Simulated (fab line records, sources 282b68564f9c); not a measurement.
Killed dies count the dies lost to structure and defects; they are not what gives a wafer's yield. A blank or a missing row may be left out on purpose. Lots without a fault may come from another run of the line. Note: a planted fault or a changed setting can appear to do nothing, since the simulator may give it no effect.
What tool caused it?	flow ritCmos	at 1 step of a route of 202, 7 lots with 21 wafers sampled

## WHAT EACH GAUGE READ, for each wafer
RIT_ACTIVE_CD_MEAS_90 targets a cd of 1400 nm.
lot	measured	on	cdNm (nm)
L930	day 1 20:20	cdSem-01	1399.5 1402.1 1399.1
L934	day 2 17:15	cdSem-01	1400.6 1398.4 1400.6
L936	day 3 02:08	cdSem-01	1402.3 1399.5 1399.6
L942	day 4 08:26	cdSem-02	1402.3 1405.7 1404.0
L944	day 4 18:17	cdSem-02	1399.2 1402.2 1402.0
L949	day 5 23:50	cdSem-01	1393.7 1393.1 1392.6
L951	day 6 05:38	cdSem-01	1396.9 1399.0 1397.5

## EACH LOT AND THE TOOL THAT RAN IT (in order: tool; ch and the chambers of the sampled wafers; start)
No process step before these readings appears in the record.

## THE ANSWER, worked out from the rows above alone
Rule: the lots themselves supply what counts as usual. Put in order of their means at a reading, lots are off if they are a third of the lots or fewer, leave a main group of 4 or more, and stand apart from it by a gap of 3 or more times the standard deviation of the main group's means; of several such gaps the widest counts. A main group whose means are all the same, to the digits that the tables above print for the reading, isn't used. Also off: a lot with no number at a reading for which 4 or more lots have one. Where the step has rows for the other lots, those lots are counted as sound.
No lot is off on any of the readings shown, so nothing can be concluded from this.

## WHAT THE SIMULATOR HAD INSERTED
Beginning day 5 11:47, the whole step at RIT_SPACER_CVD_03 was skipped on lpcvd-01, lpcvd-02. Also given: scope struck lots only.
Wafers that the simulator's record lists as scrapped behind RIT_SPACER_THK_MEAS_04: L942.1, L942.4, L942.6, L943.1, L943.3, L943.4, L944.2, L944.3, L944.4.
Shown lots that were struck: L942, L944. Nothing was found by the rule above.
